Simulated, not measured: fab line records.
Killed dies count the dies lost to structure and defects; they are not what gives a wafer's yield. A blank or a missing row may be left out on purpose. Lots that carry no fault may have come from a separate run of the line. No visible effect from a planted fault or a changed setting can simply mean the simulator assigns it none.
One fault seen from 2 desks :: flow berkeley cmos170 :: each desk holds nothing but its own numbers, with what lay behind them at the end

## DESK OF THE TOOL OWNER: plasma asher-02
The tool's own readings at UCB170_BACKSIDE_STRIP_03 (strips in O2): means of the sampled wafers that have a number, for each lot that ran on this tool. If a lot's mean is further than 4 standard deviations from the usual mean, the lot is out of limits and carries the mark OUT (the distance appears in the brackets).
Columns: A = drypump motor current A at UCB170_BACKSIDE_STRIP_03, usual 5.49 A; B = oes product au at UCB170_BACKSIDE_STRIP_03, usual 0.735 a.u.; C = strip time to endpoint s at UCB170_BACKSIDE_STRIP_03, usual 21.99 s
lot: L509
first seen here: day 8 04:08
A: 5.57
B: 0.736
C: 22.00

lot: L516
first seen here: day 10 05:37
A: 5.51
B: 0.020 (-99 or more) OUT
C: 44.09 (+99 or more) OUT

lot: L518
first seen here: day 10 15:34
A: 5.55
B: 0.020 (-99 or more) OUT
C: 43.85 (+99 or more) OUT
This desk's finding: out of limits on L516, L518; first on L516, day 10 05:37 (oes product au at UCB170_BACKSIDE_STRIP_03). L509 stayed within limits.

## THE METROLOGY DESK
Lot by lot, what the gauges showed, no matter which tool ran the lot: averages of those sampled wafers that carry a number. If a lot's mean is further than 4 standard deviations from the usual mean, the lot is out of limits and carries the mark OUT (the distance appears in the brackets).
Columns: A = cd nm at UCB170_NSD_CD_MEAS_06, usual 1199.9 nm; B = NSD_OVL at UCB170_NSD_OVL_MEAS_07, usual -3 nm; C = NSD_TW at UCB170_NSD_TW_MEAS_10, usual 4199
lot: L508
first seen here: day 8 02:14
A: 1201.7
B: -10
C: 4212

lot: L509
first seen here: day 8 02:49
A: 1199.8
B: 2
C: 4214

lot: L516
first seen here: day 10 04:01
A: 1198.7
B: -3
C: 4216

lot: L518
first seen here: day 10 14:23
A: 1199.4
B: -2
C: 4219

lot: L523
first seen here: day 11 14:16
A: 1200.6
B: -1
C: 4177

lot: L524
first seen here: day 11 19:34
A: 1199.5
B: -0
C: 4179
This desk's finding: nothing out of limits on any of the 6 lots.

## BROUGHT TOGETHER
On L516, L518, at day 10 05:37, an alarm was possible from the tool owner's desk.
Nothing out of limits was seen by the metrology desk.
The metrology desk has L516, L518 on record, within its limits.
The lots listed all ran UCB170_BACKSIDE_STRIP_03 on plasma asher-02.

## WHAT THE SIMULATOR HAD INSERTED
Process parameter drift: plasma asher-02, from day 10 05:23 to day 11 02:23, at UCB170_BACKSIDE_STRIP_03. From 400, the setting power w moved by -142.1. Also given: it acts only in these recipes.
Lots struck among those shown: L516, L518.
Hours from the fault's start to each desk's first reading out of limits: the tool owner's desk, 0.
